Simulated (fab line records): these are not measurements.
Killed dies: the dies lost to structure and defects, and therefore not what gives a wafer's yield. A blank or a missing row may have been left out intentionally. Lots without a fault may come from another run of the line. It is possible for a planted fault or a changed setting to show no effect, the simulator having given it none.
fab line records + flow berkeley-cmos170
record:
- lots: 14
- wafers: 42
- last-day: 15
route steps=331 shown M2@287 V2@308 M3@311
lots that met no fault: from a run of the same line without faults
start-h: hours from the record's first day to the start of the lot's first wafer shown + wait-h: hours since the lot's step before + " unchanged from the row above + L1.1+2: several wafers, shown together as one row + - either no value or no given start + * or withheld: withheld + < > ~ a bound
route shown NAME@n: names a module that has steps shown in the file, with the first one's number in the route + usual: mean/standard deviation taken from wafers without a fault + same: alike in all rows + chamber/n: place in a boat + sites: the reading at each site + _std_site: the values' standard deviation + _edge_site: inner sites' mean taken away from outer sites' mean + radius-mm: for every site, how far away it sits from the centre of the wafer + mask NAME#n: copy n + behind: the last tool/chamber to shape the wafer + hold: the reason the lot was held/the length of the hold in hours/how it ended + device: the n, p or np transistor that did not switch + end of line: the tests these same wafers got at the end of their route + a step with no rows: only its recipe + killed: at the first sort, the dies lost to defects and structure; wafer yield is something else + map: the dies of a wafer, with x for killed, . for not killed, _ for no die there
set.NAME: setting as actually run; set.NAME@STEP: the setting as run at that earlier step + model.NAME: the simulator's own value behind a step, which no gauge read
one table for each step of the route and one row for each wafer, over a sample of lots
services: a tool's chamber out of use, with start hour (start-h, from the record's first day; less than 0 if before it), hours out, and reason
== steps ==
step: UCB170_M2_OVL_MEAS_16
usual:
- M2_OVL: 0/4.6
| lot.wafer | tool       | chamber | start-h | wait-h | M2_OVL[nm] |
|-----------|------------|---------|---------|--------|------------|
| L647.4    | overlay-01 | -       | 183.01  | 0.1    | -2         |
| L647.5    | "          | -       | "       | "      | -5         |
| L647.6    | "          | -       | "       | "      | 4          |
| L649.2    | overlay-01 | -       | 190.10  | 0.1    | 1          |
| L649.3    | "          | -       | "       | "      | 1          |
| L649.4    | "          | -       | "       | "      | -2         |
| L648.1    | overlay-02 | -       | 192.73  | 0.1    | 5          |
| L648.4    | "          | -       | "       | "      | 3          |
| L648.6    | "          | -       | "       | "      | -3         |
| L650.2    | overlay-01 | -       | 204.26  | 0.1    | 5          |
| L650.4    | "          | -       | "       | "      | 1          |
| L650.5    | "          | -       | "       | "      | 7          |
| L652.2    | overlay-02 | -       | 222.08  | 0.1    | -5         |
| L652.5    | "          | -       | "       | "      | -9         |
| L652.6    | "          | -       | "       | "      | -11        |
| L658.2    | overlay-02 | -       | 258.73  | 0.1    | -1         |
| L658.5    | "          | -       | "       | "      | 4          |
| L658.6    | "          | -       | "       | "      | -3         |
| L660.4    | overlay-01 | -       | 270.31  | 0.1    | -3         |
| L660.5    | "          | -       | "       | "      | -3         |
| L660.6    | "          | -       | "       | "      | -7         |
| L664.2    | overlay-01 | -       | 300.35  | 9.8    | 8          |
| L664.5    | "          | -       | "       | "      | -1         |
| L664.6    | "          | -       | "       | "      | 6          |
| L662.2    | overlay-01 | -       | 306.59  | 0.1    | 3          |
| L662.3    | "          | -       | "       | "      | -8         |
| L662.4    | "          | -       | "       | "      | -4         |
| L663.3    | overlay-01 | -       | 306.81  | 0.1    | -6         |
| L663.4    | "          | -       | "       | "      | 0          |
| L663.5    | "          | -       | "       | "      | -4         |
| L667.1    | overlay-01 | -       | 307.19  | 0.1    | 3          |
| L667.2    | "          | -       | "       | "      | 3          |
| L667.5    | "          | -       | "       | "      | 7          |
| L668.1    | overlay-02 | -       | 328.80  | 0.1    | 1          |
| L668.4    | "          | -       | "       | "      | 10         |
| L668.6    | "          | -       | "       | "      | 3          |
| L669.3    | overlay-02 | -       | 329.53  | 0.1    | -1         |
| L669.5    | "          | -       | "       | "      | -6         |
| L669.6    | "          | -       | "       | "      | 1          |
| L670.1    | overlay-01 | -       | 342.04  | 0.1    | 1          |
| L670.5    | "          | -       | "       | "      | 3          |
| L670.6    | "          | -       | "       | "      | 5          |
step: UCB170_M2_METAL_ETCH_18
recipe:
- chemistry: Cl2/BCl3
- target: Al
- stop-on: SiO2
- pressure-mtorr: 12
- target-depth-a: 11700
- over-etch-frac: 0.3
- time-s: 195
- icp-w: 600
- bias-w: 120
- Cl2_flow_sccm: 90
- bcl3-flow-sccm: 45
usual:
- drypump-motor-current-A: 6.0/0.43
- oes-product-au: 0.850/0.019
- run-length-s: 223.0/0.35
- throttle-valve-pct: 24.48/0.16
| lot.wafer | tool         | chamber | start-h | wait-h | drypump-motor-current-A | oes-product-au | rf-hours-counter-h | run-length-s | throttle-valve-pct |
|-----------|--------------|---------|---------|--------|-------------------------|----------------|--------------------|--------------|--------------------|
| L647.4    | rie-metal-04 | 1       | 183.14  | -      | 6.3                     | 0.861          | -                  | 223.1        | 24.35              |
| L647.5    | "            | 0       | "       | "      | 6.0                     | 0.808          | -                  | 222.9        | 24.34              |
| L647.6    | "            | 1       | "       | "      | 6.3                     | 0.852          | -                  | 223.1        | 24.35              |
| L649.2    | rie-metal-01 | 1       | 190.17  | -      | 5.1                     | 0.835          | 13                 | 223.0        | 24.39              |
| L649.3    | "            | 1       | "       | "      | 5.1                     | 0.834          | -                  | 223.1        | 24.39              |
| L649.4    | "            | 0       | "       | "      | 6.0                     | 0.870          | -                  | 223.1        | 24.32              |
| L648.1    | rie-metal-04 | 1       | 192.81  | -      | 6.3                     | 0.853          | 17                 | 223.2        | 24.36              |
| L648.4    | "            | 1       | "       | "      | 6.3                     | 0.860          | -                  | 223.2        | 24.36              |
| L648.6    | "            | 1       | "       | "      | 6.3                     | 0.847          | -                  | 222.9        | 24.39              |
| L650.2    | rie-metal-01 | 0       | 204.33  | -      | 6.0                     | 0.854          | 11                 | 222.5        | 24.34              |
| L650.4    | "            | 0       | "       | "      | 6.0                     | 0.869          | -                  | 223.2        | 24.33              |
| L650.5    | "            | 1       | "       | "      | 5.1                     | 0.839          | -                  | 222.9        | 24.39              |
| L652.2    | rie-metal-01 | 0       | 222.15  | -      | 6.0                     | 1.044          | 12                 | 179.0        | 24.23              |
| L652.5    | "            | 1       | "       | "      | 5.1                     | 0.829          | -                  | 223.4        | 24.38              |
| L652.6    | "            | 0       | "       | "      | 6.0                     | 1.043          | -                  | 179.5        | 24.24              |
| L658.2    | rie-metal-01 | 1       | 258.80  | -      | 5.0                     | 0.834          | 15                 | 222.9        | 24.40              |
| L658.5    | "            | 1       | "       | "      | 5.0                     | 0.835          | -                  | 223.0        | 24.40              |
| L658.6    | "            | 0       | "       | "      | 6.0                     | 1.054          | -                  | 178.9        | 24.21              |
| L660.4    | rie-metal-04 | 0       | 270.43  | -      | 6.0                     | 0.822          | -                  | 222.5        | 24.33              |
| L660.5    | "            | 0       | "       | "      | 6.0                     | 0.812          | -                  | 223.0        | 24.36              |
| L660.6    | "            | 1       | "       | "      | 6.3                     | 0.855          | -                  | 223.0        | 24.54              |
| L664.2    | rie-metal-02 | 1       | 300.42  | -      | 6.1                     | 0.883          | 9                  | 223.4        | 24.61              |
| L664.5    | "            | 1       | "       | "      | 6.1                     | 0.869          | -                  | 223.3        | 24.61              |
| L664.6    | "            | 0       | "       | "      | 6.7                     | 0.847          | -                  | 223.3        | 24.80              |
| L662.2    | rie-metal-04 | 1       | 306.66  | -      | 6.3                     | 0.851          | 2                  | 223.0        | 24.55              |
| L662.3    | "            | 0       | "       | "      | 6.0                     | 0.832          | -                  | 222.4        | 24.35              |
| L662.4    | "            | 1       | "       | "      | 6.3                     | 0.837          | -                  | 223.1        | 24.54              |
| L663.3    | rie-metal-02 | 1       | 306.94  | -      | 6.1                     | 0.883          | -                  | 223.5        | 24.61              |
| L663.4    | "            | 0       | "       | "      | 6.7                     | 0.835          | -                  | 223.1        | 24.80              |
| L663.5    | "            | 0       | "       | "      | 6.6                     | 0.853          | -                  | 222.9        | 24.79              |
| L667.1    | rie-metal-04 | 1       | 307.27  | -      | 6.3                     | 0.855          | 2                  | 223.3        | 24.54              |
| L667.2    | "            | 0       | "       | "      | 6.0                     | 0.829          | 12                 | 222.5        | 24.36              |
| L667.5    | "            | 0       | "       | "      | 6.0                     | 0.829          | -                  | 222.8        | 24.36              |
| L668.1    | rie-metal-02 | 0       | 328.87  | -      | 6.6                     | 0.854          | 6                  | 223.1        | 24.80              |
| L668.4    | "            | 1       | "       | "      | 6.1                     | 0.876          | -                  | 223.6        | 24.62              |
| L668.6    | "            | 1       | "       | "      | 6.1                     | 0.876          | -                  | 223.2        | 24.61              |
| L669.3    | rie-metal-04 | 1       | 329.66  | -      | 6.3                     | 0.848          | -                  | 223.5        | 24.55              |
| L669.5    | "            | 0       | "       | "      | 6.0                     | 0.828          | -                  | 222.8        | 24.35              |
| L669.6    | "            | 1       | "       | "      | 6.3                     | 0.857          | -                  | 223.6        | 24.54              |
| L670.1    | rie-metal-01 | 1       | 342.11  | -      | 5.1                     | 0.885          | 1                  | 222.9        | 24.34              |
| L670.5    | "            | 0       | "       | "      | 6.0                     | 0.874          | -                  | 222.7        | 24.30              |
| L670.6    | "            | 1       | "       | "      | 5.1                     | 0.875          | -                  | 223.3        | 24.32              |
step: UCB170_M2_STRIP_19
recipe:
- chemistry: O2
- power-w: 400
- pressure-mtorr: 3500
- platen-temp-c: withheld
- o2-flow-sccm: 400
- overash-fraction: 0.5
usual:
- drypump-motor-current-A: 5.7/0.5
- o2-flow-sccm: 400.1/1.5
- oes-product-au: 0.536/0.026
| lot.wafer | tool            | chamber | start-h | wait-h | drypump-motor-current-A | o2-flow-sccm | oes-product-au | rf-hours-counter-h |
|-----------|-----------------|---------|---------|--------|-------------------------|--------------|----------------|--------------------|
| L647.4    | plasma-asher-03 | 0       | 183.29  | 0.1    | 6.5                     | 399.4        | 0.572          | -                  |
| L647.5    | "               | 1       | "       | "      | 5.6                     | 399.0        | 0.508          | -                  |
| L647.6    | "               | 0       | "       | "      | 6.5                     | 399.7        | 0.566          | -                  |
| L649.2    | plasma-asher-03 | 1       | 190.36  | 0.1    | 5.7                     | 400.5        | 0.514          | 9                  |
| L649.3    | "               | 1       | "       | "      | 5.7                     | 402.9        | 0.518          | -                  |
| L649.4    | "               | 0       | "       | "      | 6.5                     | 400.6        | 0.491          | -                  |
| L648.1    | plasma-asher-02 | 1       | 192.99  | 0.1    | 6.1                     | 398.9        | 0.576          | 48                 |
| L648.4    | "               | 0       | "       | "      | 5.2                     | 400.5        | 0.569          | -                  |
| L648.6    | "               | 1       | "       | "      | 6.1                     | 400.8        | 0.567          | -                  |
| L650.2    | plasma-asher-03 | 1       | 204.52  | 0.1    | 5.6                     | 402.4        | 0.507          | 10                 |
| L650.4    | "               | 1       | "       | "      | 5.7                     | 400.8        | 0.496          | -                  |
| L650.5    | "               | 0       | "       | "      | 6.4                     | 400.7        | 0.517          | -                  |
| L652.2    | plasma-asher-02 | 1       | 222.34  | 0.1    | 6.0                     | 399.9        | 0.673          | 50                 |
| L652.5    | "               | 0       | "       | "      | 5.2                     | 399.7        | 0.524          | -                  |
| L652.6    | "               | 1       | "       | "      | 6.1                     | 398.9        | 0.660          | -                  |
| L658.2    | plasma-asher-03 | 1       | 258.99  | 0.1    | 5.6                     | 399.6        | 0.527          | 16                 |
| L658.5    | "               | 0       | "       | "      | 6.5                     | 400.2        | 0.526          | -                  |
| L658.6    | "               | 1       | "       | "      | 5.7                     | 399.0        | 0.659          | -                  |
| L660.4    | plasma-asher-04 | 0       | 270.59  | 0.1    | 6.0                     | 399.3        | 0.512          | -                  |
| L660.5    | "               | 1       | "       | "      | 5.0                     | 399.9        | 0.521          | -                  |
| L660.6    | "               | 0       | "       | "      | 6.0                     | 409.0        | 0.568          | -                  |
| L664.2    | plasma-asher-02 | 0       | 300.61  | 0.1    | 5.2                     | 401.5        | 0.566          | 57                 |
| L664.5    | "               | 0       | "       | "      | 5.2                     | 399.6        | 0.553          | -                  |
| L664.6    | "               | 1       | "       | "      | 6.1                     | 401.6        | 0.529          | -                  |
| L662.2    | plasma-asher-04 | 0       | 306.85  | 0.1    | 6.0                     | 400.5        | 0.570          | 56                 |
| L662.3    | "               | 0       | "       | "      | 6.1                     | 400.0        | 0.518          | -                  |
| L662.4    | "               | 1       | "       | "      | 5.0                     | 400.1        | 0.573          | -                  |
| L663.3    | plasma-asher-02 | 1       | 307.10  | 0.1    | 6.0                     | 402.1        | 0.563          | -                  |
| L663.4    | "               | 0       | "       | "      | 5.2                     | 398.9        | 0.523          | -                  |
| L663.5    | "               | 1       | "       | "      | 6.1                     | 399.0        | 0.526          | -                  |
| L667.1    | plasma-asher-02 | 1       | 307.46  | 0.1    | 6.1                     | 397.8        | 0.568          | 58                 |
| L667.2    | "               | 0       | "       | "      | 5.2                     | 399.8        | 0.516          | 58                 |
| L667.5    | "               | 0       | "       | "      | 5.2                     | 398.5        | 0.520          | -                  |
| L668.1    | plasma-asher-02 | 1       | 329.06  | 0.1    | 6.1                     | 400.1        | 0.529          | 60                 |
| L668.4    | "               | 1       | "       | "      | 6.1                     | 400.4        | 0.565          | -                  |
| L668.6    | "               | 0       | "       | "      | 5.2                     | 400.6        | 0.563          | -                  |
| L669.3    | plasma-asher-04 | 0       | 329.82  | 0.1    | 6.0                     | 400.8        | 0.569          | -                  |
| L669.5    | "               | 1       | "       | "      | 5.0                     | 401.7        | 0.509          | -                  |
| L669.6    | "               | 0       | "       | "      | 6.0                     | 398.2        | 0.567          | -                  |
| L670.1    | plasma-asher-03 | 1       | 342.30  | 0.1    | 5.6                     | 401.5        | 0.528          | 24                 |
| L670.5    | "               | 1       | "       | "      | 5.6                     | 403.7        | 0.503          | -                  |
| L670.6    | "               | 0       | "       | "      | 6.5                     | 399.7        | 0.527          | -                  |
step: UCB170_V2_CD_MEAS_90
recipe:
- target-cd-nm: 700
usual:
- cd-nm: 700.3/1.5
| lot.wafer | tool      | chamber | start-h | wait-h | cd-nm |
|-----------|-----------|---------|---------|--------|-------|
| L647.4    | cd-sem-01 | -       | 186.63  | 0.3    | 701.1 |
| L647.5    | "         | -       | "       | "      | 701.9 |
| L647.6    | "         | -       | "       | "      | 699.9 |
| L649.2    | cd-sem-02 | -       | 192.81  | 0.1    | 699.6 |
| L649.3    | "         | -       | "       | "      | 701.6 |
| L649.4    | "         | -       | "       | "      | 699.4 |
| L648.1    | cd-sem-02 | -       | 195.64  | 0.1    | 699.9 |
| L648.4    | "         | -       | "       | "      | 702.2 |
| L648.6    | "         | -       | "       | "      | 699.2 |
| L650.2    | cd-sem-01 | -       | 208.36  | 0.1    | 698.3 |
| L650.4    | "         | -       | "       | "      | 699.3 |
| L650.5    | "         | -       | "       | "      | 698.3 |
| L652.2    | cd-sem-02 | -       | 224.85  | 0.1    | 699.9 |
| L652.5    | "         | -       | "       | "      | 700.1 |
| L652.6    | "         | -       | "       | "      | 700.3 |
| L658.2    | cd-sem-01 | -       | 262.28  | 0.1    | 698.5 |
| L658.5    | "         | -       | "       | "      | 701.2 |
| L658.6    | "         | -       | "       | "      | 699.4 |
| L660.4    | cd-sem-01 | -       | 273.07  | 0.1    | 701.6 |
| L660.5    | "         | -       | "       | "      | 703.4 |
| L660.6    | "         | -       | "       | "      | 702.0 |
| L664.2    | cd-sem-02 | -       | 306.06  | 0.1    | 699.4 |
| L664.5    | "         | -       | "       | "      | 698.6 |
| L664.6    | "         | -       | "       | "      | 696.9 |
| L662.2    | cd-sem-01 | -       | 310.67  | 0.2    | 699.1 |
| L662.3    | "         | -       | "       | "      | 699.3 |
| L662.4    | "         | -       | "       | "      | 699.4 |
| L663.3    | cd-sem-01 | -       | 310.82  | 0.1    | 699.7 |
| L663.4    | "         | -       | "       | "      | 700.8 |
| L663.5    | "         | -       | "       | "      | 699.9 |
| L667.1    | cd-sem-02 | -       | 310.84  | 0.1    | 698.9 |
| L667.2    | "         | -       | "       | "      | 698.3 |
| L667.5    | "         | -       | "       | "      | 698.1 |
| L668.1    | cd-sem-01 | -       | 333.45  | 0.1    | 699.8 |
| L668.4    | "         | -       | "       | "      | 700.9 |
| L668.6    | "         | -       | "       | "      | 701.5 |
| L669.3    | cd-sem-02 | -       | 333.85  | 0.1    | 698.6 |
| L669.5    | "         | -       | "       | "      | 698.7 |
| L669.6    | "         | -       | "       | "      | 700.0 |
| L670.1    | cd-sem-02 | -       | 345.00  | 0.1    | 700.9 |
| L670.5    | "         | -       | "       | "      | 701.7 |
| L670.6    | "         | -       | "       | "      | 700.2 |
step: UCB170_M3_RS_MEAS_02
recipe:
- thk-meas-gauge: four-point-probe
- reads: Al_of_M3_SPUTTER_01
usual:
- M3_AL_RS: 0.0321/0.00034
| lot.wafer | tool          | chamber | start-h | wait-h | M3_AL_RS[ohm/sq] |
|-----------|---------------|---------|---------|--------|------------------|
| L647.4    | film-metro-02 | -       | 186.90  | 0.1    | 0.0322           |
| L647.5    | "             | -       | "       | "      | 0.0321           |
| L647.6    | "             | -       | "       | "      | 0.0323           |
| L649.2    | film-metro-04 | -       | 193.08  | 0.1    | 0.0323           |
| L649.3    | "             | -       | "       | "      | 0.0322           |
| L649.4    | "             | -       | "       | "      | 0.0321           |
| L648.1    | film-metro-02 | -       | 195.91  | 0.0    | 0.0323           |
| L648.4    | "             | -       | "       | "      | 0.0324           |
| L648.6    | "             | -       | "       | "      | 0.0325           |
| L650.2    | film-metro-01 | -       | 208.63  | 0.1    | 0.0326           |
| L650.4    | "             | -       | "       | "      | 0.0329           |
| L650.5    | "             | -       | "       | "      | 0.0325           |
| L652.2    | film-metro-01 | -       | 225.14  | 0.1    | 0.0321           |
| L652.5    | "             | -       | "       | "      | 0.0323           |
| L652.6    | "             | -       | "       | "      | 0.0323           |
| L658.2    | film-metro-02 | -       | 262.55  | 0.1    | 0.0323           |
| L658.5    | "             | -       | "       | "      | 0.0320           |
| L658.6    | "             | -       | "       | "      | 0.0316           |
| L660.4    | film-metro-02 | -       | 273.34  | 0.1    | 0.0318           |
| L660.5    | "             | -       | "       | "      | 0.0329           |
| L660.6    | "             | -       | "       | "      | 0.0326           |
| L664.2    | film-metro-02 | -       | 306.33  | 0.1    | 0.0320           |
| L664.5    | "             | -       | "       | "      | 0.0320           |
| L664.6    | "             | -       | "       | "      | 0.0321           |
| L662.2    | film-metro-04 | -       | 310.94  | 0.1    | 0.0321           |
| L662.3    | "             | -       | "       | "      | 0.0318           |
| L662.4    | "             | -       | "       | "      | 0.0320           |
| L663.3    | film-metro-02 | -       | 311.09  | 0.1    | 0.0324           |
| L663.4    | "             | -       | "       | "      | 0.0323           |
| L663.5    | "             | -       | "       | "      | 0.0319           |
| L667.1    | film-metro-01 | -       | 311.11  | 0.0    | 0.0317           |
| L667.2    | "             | -       | "       | "      | 0.0322           |
| L667.5    | "             | -       | "       | "      | 0.0317           |
| L668.1    | film-metro-01 | -       | 333.72  | 0.0    | 0.0318           |
| L668.4    | "             | -       | "       | "      | 0.0319           |
| L668.6    | "             | -       | "       | "      | 0.0317           |
| L669.3    | film-metro-04 | -       | 334.12  | 0.1    | 0.0320           |
| L669.5    | "             | -       | "       | "      | 0.0319           |
| L669.6    | "             | -       | "       | "      | 0.0323           |
| L670.1    | film-metro-02 | -       | 345.29  | 0.1    | 0.0323           |
| L670.5    | "             | -       | "       | "      | 0.0320           |
| L670.6    | "             | -       | "       | "      | 0.0317           |
== services ==
| tool            | chamber | start-h | hours | kind           |
|-----------------|---------|---------|-------|----------------|
| plasma-asher-03 | -       | 192.11  | 1.7   | repair         |
| rie-metal-02    | -       | 192.22  | 1.1   | repair         |
| rie-metal-04    | 1       | 194.75  | -     | clean          |
| rie-metal-04    | 1       | 194.75  | 19.3  | scheduled-down |
| rie-metal-04    | 1       | 194.75  | 19.3  | vent-cycle     |
| rie-metal-02    | 0       | 284.31  | 11.2  | repair         |
| rie-metal-01    | 1       | 306.66  | -     | clean          |
| rie-metal-01    | 1       | 306.66  | 16.6  | scheduled-down |
| rie-metal-01    | 1       | 306.66  | 16.6  | vent-cycle     |
== key ==
first-sign:
- step: UCB170_M2_METAL_ETCH_18
- reading: run-length-s
- direction: down
- sigmas: 99+
- usual: *
- struck: *
effect:
- step: UCB170_M2_METAL_ETCH_18
- reading: oes-product-au
- direction: up
- sigmas: 10
- usual: 0.850
- struck: 1.047
effect:
- step: UCB170_M2_STRIP_19
- reading: oes-product-au
- direction: up
- sigmas: 4.9
- usual: 0.536
- struck: 0.664
met-at UCB170_M2_METAL_ETCH_18
struck-lots L652,L658
struck-wafers L652.2,L652.6,L658.6
sort-left-out L658.6
not-acting-at UCB170_M2_OVL_MEAS_16,UCB170_V2_CD_MEAS_90,UCB170_M3_RS_MEAS_02
onset-between 204.33 222.15
fault:
- kind: process-parameter-drift
- tool: rie-metal-01
- chamber: 0
- onset-h: 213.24
- steps: UCB170_M2_METAL_ETCH_18
- channel: time-s
- offset: *
- shape: step
- end-h: 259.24
- acts-in: *
- stated: *
sort-left-out: the simulated sort isn't trusted on such a fault, so these wafers' sort isn't shown, and their yield isn't known
